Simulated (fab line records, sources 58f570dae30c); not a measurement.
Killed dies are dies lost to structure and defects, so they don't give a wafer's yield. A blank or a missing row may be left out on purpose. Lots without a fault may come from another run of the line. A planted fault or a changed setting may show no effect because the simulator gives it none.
Which tool did it? | flow berkeley_cmos170 | 7 lots, 21 wafers sampled, at 3 steps of a route of 331

WHAT THE GAUGES READ, wafer by wafer
UCB170_V1_CD_MEAS_90: target cd 700 nm.
lot  | measured     | on        | cd_nm (nm)
L634 | day 8 07:04  | cd_sem-01 | 698.5 696.1 698.3
L637 | day 9 03:22  | cd_sem-01 | 698.3 697.9 697.1
L640 | day 9 14:43  | cd_sem-01 | 700.3 701.0 699.3
L642 | day 11 00:59 | cd_sem-01 | 699.7 698.4 699.0
L650 | day 11 17:27 | cd_sem-01 | 698.8 701.6 700.1
L652 | day 12 05:41 | cd_sem-02 | 701.0 701.7 699.6
L654 | day 12 14:56 | cd_sem-01 | 701.8 700.6 699.8

WHICH TOOL RAN EACH LOT (tool, then ch and the chambers of the sampled wafers, then the start)
lot  | UCB170_V1_ETCH_14                  | UCB170_V1_STRIP_15
L634 | rie_diel-03 ch 0,1,2, day 8 06:47  | plasma_asher-01 ch 1, day 8 06:58
L637 | rie_diel-02 ch 2,3, day 9 03:04    | plasma_asher-01 ch 0,1, day 9 03:14
L640 | rie_diel-04 ch 1,2,3, day 9 14:26  | plasma_asher-04 ch 1, day 9 14:36
L642 | rie_diel-04 ch 0,2, day 11 00:40   | plasma_asher-02 ch 0,1, day 11 00:52
L650 | rie_diel-02 ch 1,2,3, day 11 17:10 | plasma_asher-01 ch 0,1, day 11 17:21
L652 | rie_diel-02 ch 0,1,2, day 12 05:25 | plasma_asher-01 ch 0,1, day 12 05:35
L654 | rie_diel-02 ch 0,1,2, day 12 14:39 | plasma_asher-02 ch 0,1, day 12 14:50
- UCB170_V1_ETCH_14: etches SiO2 in CHF3/CF4/Ar, stops on Al, target depth 1250 nm, time 291 s.
- UCB170_V1_STRIP_15: strips in O2.

THE ANSWER, worked out from the rows above alone
Rule: what is usual is taken from the lots themselves. Put in order of their means at a reading, lots are off if they are a third of the lots or fewer, leave a main group of 4 or more, and stand apart from it by a gap of 3 or more times the standard deviation of the main group's means; of several such gaps the widest counts. A main group whose means are all the same, to the digits that the tables above print for the reading, isn't used. A lot without any number at a reading at which 4 lots or more have one is off too. The other lots that the step has rows for count as sound.
No lot is off at any reading shown: from this, nothing can be told.

WHAT THE SIMULATOR HAD PUT IN
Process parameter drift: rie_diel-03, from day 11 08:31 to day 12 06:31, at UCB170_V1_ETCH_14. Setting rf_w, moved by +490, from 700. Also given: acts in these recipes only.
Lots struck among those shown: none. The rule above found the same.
